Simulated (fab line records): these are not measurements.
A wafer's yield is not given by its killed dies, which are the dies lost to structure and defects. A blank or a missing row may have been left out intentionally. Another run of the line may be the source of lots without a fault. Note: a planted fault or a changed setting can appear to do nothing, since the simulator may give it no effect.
Which of the tools did it? / flow berkeley cmos170 / 7 lots, 21 wafers sampled, at 1 step of a route of 331

WHAT THE GAUGES READ, wafer by wafer
UCB170_NWELL_OVL_MEAS_12.
lot=L700; measured=day 3 03:18; on=overlay-01; NWELL_OVL (nm)=-7 -7 -5
lot=L704; measured=day 4 01:47; on=overlay-01; NWELL_OVL (nm)=-2 -7 -6
lot=L706; measured=day 4 17:02; on=overlay-01; NWELL_OVL (nm)=1 5 -2
lot=L710; measured=day 5 00:27; on=overlay-01; NWELL_OVL (nm)=-11 -6 -14
lot=L713; measured=day 5 21:08; on=overlay-02; NWELL_OVL (nm)=-6 -13 -13
lot=L716; measured=day 6 08:22; on=overlay-02; NWELL_OVL (nm)=1 -11 -5
lot=L720; measured=day 6 22:55; on=overlay-02; NWELL_OVL (nm)=6 3 10

WHICH TOOL RAN EACH LOT (tool, then ch and the chambers of the sampled wafers, then the start)
The record shows no process step preceding these readings.

THE ANSWER, worked out from the rows above alone
Rule: what is usual is taken from the lots themselves. The widest of any qualifying gaps counts: lots, ordered by their means at a reading, are off when they make up no more than a third of the lots, leave a main group of 4 or more, and stand apart from it by 3 or more times the standard deviation of that group's means. Not used: any main group whose means are identical at the precision the tables above print for the reading. Also off: a lot with no number at a reading for which 4 or more lots have one. Where the step has rows for the other lots, those lots are counted as sound.
None of the lots is off at any reading shown; this tells nothing.

WHAT WAS PUT IN BY THE SIMULATOR
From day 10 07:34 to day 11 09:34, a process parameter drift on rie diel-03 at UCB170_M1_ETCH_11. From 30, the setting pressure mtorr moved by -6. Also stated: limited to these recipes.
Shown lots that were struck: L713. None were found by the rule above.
